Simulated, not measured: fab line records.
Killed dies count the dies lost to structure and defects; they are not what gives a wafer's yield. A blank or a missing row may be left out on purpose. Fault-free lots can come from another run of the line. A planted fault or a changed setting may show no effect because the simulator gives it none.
Split-lot study	flow berkeley cmos170	5 lots, 14 wafers read, on a route of 331 steps

## THE SPLIT ITSELF
At UCB170_M1_METAL_ETCH_12 (etches Al in Cl2/BCl3, stops on PSG, target depth 780 nm, time 130 s), the setting time s was moved away from the recipe's 130 s on 4 of the 14 wafers read, by -9.5% to +14.5%. This setting was run at the recipe's value on the other wafers.

The split's own step is where the reading is taken.

## THE READING
KrF_of_M1_COAT_04.thk nm (the simulator's own value, which no gauge read), in nm, at UCB170_M1_METAL_ETCH_12 (etches Al in Cl2/BCl3, stops on PSG, target depth 780 nm, time 130 s). No usual value for it is given in the file. Across the 10 wafers here that went through the recipe, the average is 429.7 nm and the standard deviation 3 nm.

wafer	tool, chamber at the split	time s as run, s	against the recipe	KrF_of_M1_COAT_04.thk nm, nm	against lot-mates on the recipe
L079.1	rie metal-04, 1	148.9	+14.5%	370	-60.5
L079.2	rie metal-04, 1	148.9	+14.5%	369.4	-61.1
L079.4	rie metal-04, 1	130	recipe	430.4	-
L079.5	rie metal-04, 1	130	recipe	429.8	-
L079.6	rie metal-04, 1	130	recipe	431.3	-
L080.1	rie metal-04, 1	130	recipe	435.8	-
L080.3	rie metal-04, 1	130	recipe	430.1	-
L081.2	rie metal-01, 0	137.6	+5.8%	404.6	-23.9
L081.4	rie metal-01, 0	130	recipe	428.5	-
L083.3	rie metal-01, 0	130	recipe	423.1	-
L083.5	rie metal-01, 1	130	recipe	430.4	-
L083.6	rie metal-01, 0	130	recipe	428.2	-
L085.4	rie metal-01, 0	130	recipe	429.3	-
L085.6	rie metal-01, 1	117.7	-9.5%	474.5	+45.2

THE FIT
A straight line over all 14 wafers: KrF_of_M1_COAT_04.thk nm changes by -4.26 nm for each +1% of time s; r = -0.99; the points scatter about the line by 3 nm.
The same after taking each lot's own level away (the mean of its wafers on the recipe; 14 wafers): -4.3 nm for each +1%; r = -1.00; scatter 2.4 nm.
On that fit, the largest move of time s shifts the reading by 63 nm.
The span of the lots' own levels, 427.23 to 432.95 nm, comes to 1.9 times the standard deviation stated above.
The two slopes agree, so the slope changes little with the lot-to-lot level.
Check: -62.8 nm against its lot-mates is what the line predicts for one of the wafers moved furthest among these (+14.5%) when that wafer is left out of the fit. Against them it came out at -60.5 nm.
Tool readings at the split's step, against how far the setting was moved: oes product au r = -0.64.

## THE OTHER SPLITS THESE WAFERS WENT THROUGH
Before the reading, these wafers also passed through other splits. Each is held against what the fit with the lots' levels taken away leaves over:
other split on the same wafers	wafers away from the commonest value	r with KrF_of_M1_COAT_04.thk nm (lot level and that fit taken away)
UCB170_PSD_IMPLANT_08 energy kev	7	+0.05
UCB170_SILICIDE_SPUTTER_01 power w	6	-0.16
UCB170_CONTACT_CVD_01 ph3 flow sccm	9	+0.15
UCB170_CONTACT_COAT_10 resist thk nm	5	+0.09
UCB170_M1_SPUTTER_00 power w	2	+0.00

## THE FILE'S OWN FIT
KrF_of_M1_COAT_04.thk nm changes by -4.26 nm for each +1% of time s, r = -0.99.
